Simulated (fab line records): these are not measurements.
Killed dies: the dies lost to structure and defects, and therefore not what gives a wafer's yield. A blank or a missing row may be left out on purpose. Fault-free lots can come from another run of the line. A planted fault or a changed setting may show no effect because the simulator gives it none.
Lot-split experiment ; flow berkeley_cmos170 ; 23 wafers read across 5 lots, on a route 331 steps long

== THE SPLIT ==
At UCB170_ACTIVE_STRIP_16 (strips in O2), the setting power_w was moved away from the recipe's 400 W on 11 of the 23 wafers read, by +4.8% to +9.2%. The other wafers ran this setting at the recipe's value.

The split's own step is where the reading is taken.

== THE READING ==
oes_product_au, in a.u., at UCB170_ACTIVE_STRIP_16 (strips in O2). Typical for fault-free wafers on this fab line: 0.721 a.u., with standard deviation 0.0044 a.u.

wafer;tool, chamber at the split;power_w as run, W;against the recipe;oes_product_au, a.u.;against lot-mates on the recipe
L074.1;plasma_asher-01, 1;419.1;+4.8%;0.736;+0.017
L074.3;plasma_asher-01, 1;419.1;+4.8%;0.736;+0.017
L074.4;plasma_asher-01, 0;400;recipe;0.718;-
L074.5;plasma_asher-01, 1;400;recipe;0.720;-
L074.6;plasma_asher-01, 0;419.1;+4.8%;0.738;+0.019
L076.3;plasma_asher-02, 0;400;recipe;0.722;-
L076.5;plasma_asher-02, 0;400;recipe;0.716;-
L076.6;plasma_asher-02, 1;400;recipe;0.722;-
L078.2;plasma_asher-01, 1;400;recipe;0.719;-
L078.3;plasma_asher-01, 1;436.9;+9.2%;0.759;+0.043
L078.4;plasma_asher-01, 0;436.9;+9.2%;0.758;+0.042
L078.5;plasma_asher-01, 0;436.9;+9.2%;0.755;+0.039
L078.6;plasma_asher-01, 1;400;recipe;0.714;-
L079.2;plasma_asher-03, 0;420.6;+5.2%;0.742;+0.021
L079.3;plasma_asher-03, 1;400;recipe;0.728;-
L079.4;plasma_asher-03, 0;400;recipe;0.719;-
L079.5;plasma_asher-03, 1;420.6;+5.2%;0.743;+0.022
L079.6;plasma_asher-03, 0;400;recipe;0.717;-
L082.1;plasma_asher-01, 0;427;+6.7%;0.747;+0.025
L082.3;plasma_asher-01, 0;427;+6.7%;0.752;+0.030
L082.4;plasma_asher-01, 1;400;recipe;0.726;-
L082.5;plasma_asher-01, 0;400;recipe;0.717;-
L082.6;plasma_asher-01, 1;427;+6.7%;0.745;+0.023

THE FIT
A straight line over all 23 wafers: oes_product_au changes by +0.00407 a.u. for each +1% of power_w; r = +0.97; the points scatter about the line by 0.0034 a.u.
The same after taking each lot's own level away (the mean of its wafers on the recipe; 23 wafers): +0.00422 a.u. for each +1%; r = +0.98; scatter 0.0033 a.u.
Per that fit: largest power_w move, reading shift of 0.039 a.u.
The span of the lots' own levels, 0.7165 to 0.7215 a.u., comes to 1.1 times the standard deviation stated above.
The two slopes are in agreement: the lot-to-lot level therefore moves the slope only a little.
Check: +0.0377 a.u. against its lot-mates is what the line predicts for one of the wafers moved furthest among these (+9.2%) when that wafer is left out of the fit. It came out at +0.0425 a.u. against them.
Tool readings at the split's step, against how far the setting was moved: oes_product_au r = +0.97; strip_time_to_endpoint_s r = -0.99.

== OTHER SPLITS ON THESE WAFERS ==
Note: prior to the reading, these wafers also went through further splits. Each is held against what the fit with the lots' levels taken away leaves over:
other split on the same wafers;wafers away from the commonest value;r with oes_product_au (lot level and that fit taken away)
UCB170_ZERO_COAT_01 spin_rpm;4;+0.00
UCB170_ZERO_ETCH_06 time_s;2;+0.07
UCB170_NWELL_IMPLANT_14 energy_kev;11;+0.04
UCB170_ACTIVE_CVD_05 pressure_mtorr;15;-0.30
UCB170_ACTIVE_PEB_11 peb_temp_c;5;-0.26

== THE WHOLE CHAIN: every reading that the file lists as answering this split, in the file's order ==
step;what it does;reading;change (the file's fit);r (the file's)
UCB170_ACTIVE_STRIP_16;strips in O2;oes_product_au;+0.00415 a.u. for each +1% of the setting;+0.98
UCB170_ACTIVE_STRIP_16;strips in O2;strip_time_to_endpoint_s;withheld for each +1% of the setting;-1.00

== FILE'S OWN FIT ==
oes_product_au changes by +0.00415 a.u. for each +1% of power_w, r = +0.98.
